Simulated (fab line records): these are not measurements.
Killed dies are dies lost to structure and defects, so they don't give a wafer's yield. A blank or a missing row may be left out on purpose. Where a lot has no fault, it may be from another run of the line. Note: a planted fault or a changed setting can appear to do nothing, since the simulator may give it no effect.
fab line records ; flow berkeley_cmos170
record lots=6; wafers=18; last_day=12
route steps=331 shown NWELL@17
lots untouched by any fault: they come from a run of this same line in which no faults occurred
start_h: start of the lot's first displayed wafer, in hours after the record's first day ; wait_h: hours since the lot's step before ; " as in the row above ; L1.1+2: several wafers, shown together as one row ; - either no value or no given start ; * or withheld: withheld ; < > ~ a bound
route shown NAME@n: names a module that has steps shown in the file, with the first one's number in the route ; usual: the fault-free wafers' mean and standard deviation ; same: alike in all rows ; chamber/n: place in a boat ; sites: each site's reading ; _std_site: their standard deviation ; _edge_site: the outer-site mean with the inner-site mean subtracted ; radius_mm: how far each site lies from the wafer's centre ; mask NAME#n: copy n ; behind: the last tool/chamber to shape the wafer ; hold: why the lot went on hold/how many hours it stayed there/how the hold came to an end ; device: transistor that didn't switch, given as n, p or np ; end of line: the tests these same wafers got at the end of their route ; a step with no rows: only its recipe ; killed: count of dies lost to structure and defects at first sort (not the wafer's yield) ; map: per-die view of a wafer (x killed, . not killed, _ where there is no die)
set.NAME: the setting the step ran with; set.NAME@STEP: the setting that earlier step ran with ; model.NAME: the simulator's own value behind a step, which no gauge read
lots at selected steps of the route; one table per step, one row per wafer
services: the hour from which a tool's chamber was out of use, counted from the record's first day as start_h (under 0 if before that day), plus the number of hours and why
## steps
# step UCB170_NWELL_ANNEAL_03
# recipe temp_c=1000; time_s=900; ambient=N2
# step UCB170_NWELL_CVD_04
# recipe material=Si3N4; target_thk_nm=224; temp_c=800; precursor=SiH2Cl2/NH3; time_s=3360; pressure_mtorr=200; sih2cl2_flow_sccm=25; nh3_flow_sccm=75
# step UCB170_NWELL_THK_MEAS_05
# recipe reads=Si3N4_of_NWELL_CVD_04
# usual NWELL_NITRIDE_THK=223.9/2
lot.wafer;tool;chamber;start_h;wait_h;NWELL_NITRIDE_THK[nm]
L270.1;film_metro-03;-;37.74;0.0;222.9
L270.4;film_metro-03;-;37.74;0.0;220.4
L270.6;film_metro-03;-;37.74;0.0;221.3
L282.2;film_metro-03;-;95.91;0.0;226.9
L282.5;film_metro-03;-;95.91;0.0;226.7
L282.6;film_metro-03;-;95.91;0.0;226.7
L283.2;film_metro-01;-;95.91;0.0;224.2
L283.3;film_metro-01;-;95.91;0.0;223.5
L283.6;film_metro-01;-;95.91;0.0;225.1
L290.1;film_metro-03;-;135.78;0.0;223.8
L290.4;film_metro-03;-;135.78;0.0;223.3
L290.5;film_metro-03;-;135.78;0.0;222.0
L291.2;film_metro-04;-;140.41;0.0;227.7
L291.3;film_metro-04;-;140.41;0.0;226.1
L291.6;film_metro-04;-;140.41;0.0;227.2
L292.1;film_metro-03;-;152.09;0.0;224.6
L292.5;film_metro-03;-;152.09;0.0;221.5
L292.6;film_metro-03;-;152.09;0.0;222.5
# step UCB170_NWELL_HMDS_06
# recipe prime_time_s=60; prime_temp_c=100
# step UCB170_NWELL_COAT_07
# recipe resist=KrF; spin_rpm=1500; resist_thk_nm=900
# step UCB170_NWELL_SOFTBAKE_08
# recipe resist=KrF; temp_c=130; time_s=60
# step UCB170_NWELL_EXPOSE_09
# recipe mask_id=NWELL; target_cd_nm=3000; na=0.5; sigma_outer=0.6; source_shape=conventional; dose_mj=25
# step UCB170_NWELL_PEB_10
# recipe peb_temp_c=130; peb_time_s=withheld; resist=KrF
# step UCB170_NWELL_DEVELOP_11
# recipe developer=TMAH; develop_time_s=45; resist=KrF; dev_temp_c=21
# step UCB170_NWELL_OVL_MEAS_12
# usual NWELL_OVL=-1/5.6
lot.wafer;tool;chamber;start_h;wait_h;NWELL_OVL[nm]
L270.1;overlay-01;-;39.00;-;-3
L270.4;overlay-01;-;39.00;-;-4
L270.6;overlay-01;-;39.00;-;-9
L282.2;overlay-01;-;97.55;-;3
L282.5;overlay-01;-;97.55;-;-2
L282.6;overlay-01;-;97.55;-;-2
L283.2;overlay-02;-;97.58;-;3
L283.3;overlay-02;-;97.58;-;-12
L283.6;overlay-02;-;97.58;-;6
L290.1;overlay-01;-;137.09;-;-6
L290.4;overlay-01;-;137.09;-;-5
L290.5;overlay-01;-;137.09;-;-11
L291.2;overlay-01;-;141.90;-;0
L291.3;overlay-01;-;141.90;-;-3
L291.6;overlay-01;-;141.90;-;3
L292.1;overlay-02;-;153.12;-;3
L292.5;overlay-02;-;153.12;-;-4
L292.6;overlay-02;-;153.12;-;1
# step UCB170_NWELL_ETCH_13
# recipe chemistry=CH3F/Ar/O2; target=Si3N4; stop_on=SiO2; CH3F_flow_sccm=20; Ar_flow_sccm=50; O2_flow_sccm=7; pressure_mtorr=50; rf_w=450; target_depth_a=2464; over_etch_frac=0.1; time_s=154
# usual drypump_motor_current_A=5.9/0.45; mfc_ar_sccm=50.01/0.15; oes_product_au=0.934/0.013; throttle_valve_pct=8.05/0.06
lot.wafer;tool;chamber;start_h;wait_h;drypump_motor_current_A;mfc_ar_sccm;oes_product_au;rf_hours_counter_h;throttle_valve_pct
L270.1;rie_diel-01;3;39.04;0.0;5.5;49.98;0.921;10;7.92
L270.4;rie_diel-01;2;39.04;0.0;5.5;50.31;0.936;12;8.11
L270.6;rie_diel-01;3;39.04;0.0;5.5;49.93;0.898;-;7.95
L282.2;rie_diel-02;1;97.58;0.0;5.6;49.98;0.958;102;8.14
L282.5;rie_diel-02;3;97.58;0.0;5.5;49.89;0.942;-;8.07
L282.6;rie_diel-02;0;97.58;0.0;5.9;49.88;0.948;-;7.98
L283.2;rie_diel-03;2;97.61;0.0;6.6;50.05;0.944;51;8.05
L283.3;rie_diel-03;0;97.61;0.0;5.7;50.02;0.946;153;8.06
L283.6;rie_diel-03;1;97.61;0.0;6.3;50.11;0.928;-;8.01
L290.1;rie_diel-03;3;137.13;0.0;5.7;49.85;0.918;144;8.03
L290.4;rie_diel-03;0;137.13;0.0;5.6;49.85;0.936;155;8.07
L290.5;rie_diel-03;1;137.13;0.0;6.3;49.82;0.915;-;8.03
L291.2;rie_diel-02;2;141.93;0.0;6.4;49.95;0.944;93;8.06
L291.3;rie_diel-02;1;141.93;0.0;5.6;50.26;0.956;104;8.14
L291.6;rie_diel-02;0;141.93;0.0;5.9;50.32;0.947;-;7.97
L292.1;rie_diel-02;1;153.15;0.0;5.6;50.23;0.944;104;8.14
L292.5;rie_diel-02;0;153.15;0.0;5.9;50.14;0.931;-;7.97
L292.6;rie_diel-02;1;153.15;0.0;5.6;50.08;0.949;-;8.14
# step UCB170_NWELL_IMPLANT_14
# recipe species=P; dose_cm2=1e+13; energy_kev=150; tilt_deg=7
# step UCB170_NWELL_STRIP_15
# recipe chemistry=O2; power_w=400; pressure_mtorr=3500; platen_temp_c=withheld; o2_flow_sccm=400; overash_fraction=0.5
# usual chamber_pressure_mTorr=3500/3.2; drypump_motor_current_A=6.0/0.36; oes_product_au=0.721/0.0043; strip_time_to_endpoint_s=18.04/0.085
lot.wafer;tool;chamber;start_h;wait_h;chamber_pressure_mTorr;drypump_motor_current_A;oes_product_au;rf_hours_counter_h;strip_time_to_endpoint_s;model.KrF_of_NWELL_COAT_07.thk_nm
L270.1;plasma_asher-03;1;39.29;0.1;3498;6.3;0.717;31;18.04;0
L270.4;plasma_asher-03;1;39.29;0.1;3505;6.3;0.715;-;17.96;0
L270.6;plasma_asher-03;0;39.29;0.1;3499;6.1;0.718;-;18.04;0
L282.2;plasma_asher-04;1;97.83;0.1;-;-;-;-;-;720.2
L282.5;plasma_asher-04;0;97.83;0.1;-;-;-;-;-;719.1
L282.6;plasma_asher-04;1;97.83;0.1;-;-;-;-;-;717.7
L283.2;plasma_asher-03;0;97.87;0.1;-;-;-;-;-;724.5
L283.3;plasma_asher-03;1;97.87;0.1;-;-;-;-;-;722
L283.6;plasma_asher-03;1;97.87;0.1;-;-;-;-;-;723
L290.1;plasma_asher-04;1;137.38;0.1;3496;5.2;0.723;44;17.91;0
L290.4;plasma_asher-04;0;137.38;0.1;3501;6.2;0.720;-;17.94;0
L290.5;plasma_asher-04;0;137.38;0.1;3504;6.2;0.721;-;18.00;0
L291.2;plasma_asher-03;0;142.19;0.1;3501;6.1;0.722;3;17.98;0
L291.3;plasma_asher-03;1;142.19;0.1;3501;6.3;0.716;-;17.98;0
L291.6;plasma_asher-03;1;142.19;0.1;3498;6.3;0.723;-;18.00;0
L292.1;plasma_asher-03;1;153.41;0.1;3496;6.3;0.729;4;18.01;0
L292.5;plasma_asher-03;0;153.41;0.1;3508;6.1;0.715;-;17.89;0
L292.6;plasma_asher-03;1;153.41;0.1;3494;6.3;0.718;-;17.91;0
# step UCB170_NWELL_TW_MEAS_16
# usual NWELL_TW=1252/13
lot.wafer;tool;chamber;start_h;wait_h;NWELL_TW
L270.1;film_metro-04;-;39.39;0.1;1264
L270.4;film_metro-04;-;39.39;0.1;1267
L270.6;film_metro-04;-;39.39;0.1;1265
L282.2;film_metro-01;-;97.94;0.1;1266
L282.5;film_metro-01;-;97.94;0.1;1264
L282.6;film_metro-01;-;97.94;0.1;1270
L283.2;film_metro-04;-;97.98;0.1;1248
L283.3;film_metro-04;-;97.98;0.1;1257
L283.6;film_metro-04;-;97.98;0.1;1255
L290.1;film_metro-01;-;137.48;0.1;1262
L290.4;film_metro-01;-;137.48;0.1;1262
L290.5;film_metro-01;-;137.48;0.1;1261
L291.2;film_metro-01;-;142.30;0.1;1260
L291.3;film_metro-01;-;142.30;0.1;1261
L291.6;film_metro-01;-;142.30;0.1;1264
L292.1;film_metro-03;-;153.51;0.1;1237
L292.5;film_metro-03;-;153.51;0.1;1234
L292.6;film_metro-03;-;153.51;0.1;1230
## services
tool;chamber;start_h;hours;kind
rie_diel-02;1;15.46;10.8;repair
plasma_asher-03;-;18.00;0.7;repair
rie_diel-03;1;34.12;-;clean
rie_diel-03;1;34.12;18.7;scheduled_down
rie_diel-03;1;34.12;18.7;vent_cycle
rie_diel-01;0;42.03;-;clean
rie_diel-01;0;42.03;35.2;scheduled_down
rie_diel-01;0;42.03;35.2;vent_cycle
rie_diel-01;-;48.61;4.3;pm
rie_diel-03;-;68.72;0.4;repair
rie_diel-03;0;100.96;4.4;repair
rie_diel-03;3;108.19;11.6;repair
plasma_asher-03;-;108.75;9.0;pm
plasma_asher-03;0;108.75;9.0;vent_cycle
plasma_asher-03;1;108.75;9.0;vent_cycle
plasma_asher-03;0;117.75;-;clean
plasma_asher-03;1;117.75;-;clean
rie_diel-03;3;121.45;6.9;repair
## key
first_sign step=UCB170_NWELL_STRIP_15; reading=tool_record; direction=missing
effect none on later readings
model_effect step=UCB170_NWELL_STRIP_15; value=KrF_of_NWELL_COAT_07.thk_nm; without=0; struck=721.1
met_at UCB170_NWELL_STRIP_15
struck_wafers L282.2,L282.5,L282.6,L283.2,L283.3,L283.6
later_rows_left_out L282.2,L282.5,L282.6,L283.2,L283.3,L283.6
sort_left_out L282.2,L282.5,L282.6,L283.2,L283.3,L283.6
tester_left_out L282,L283
onset_between 39.29 97.83
fault kind=skipped_step_whole; tool=plasma_asher-03,plasma_asher-04; chamber=-; onset_h=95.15; steps=UCB170_NWELL_STRIP_15; scope=struck_lots_only
# tester_left_out: of these lots the tester's yield and bins aren't shown, on N5 and GAA mostly nor the transistor test; their killed dies are dies lost to structure and defects alone, not to doping, threshold or leakage, so they don't give the yield
# sort_left_out: the simulated sort isn't trusted on such a fault, so these wafers' sort isn't shown, and their yield isn't known
# later_rows_left_out: the simulator's readings of these wafers behind a module that went badly wrong aren't trusted and aren't shown, but for the sort
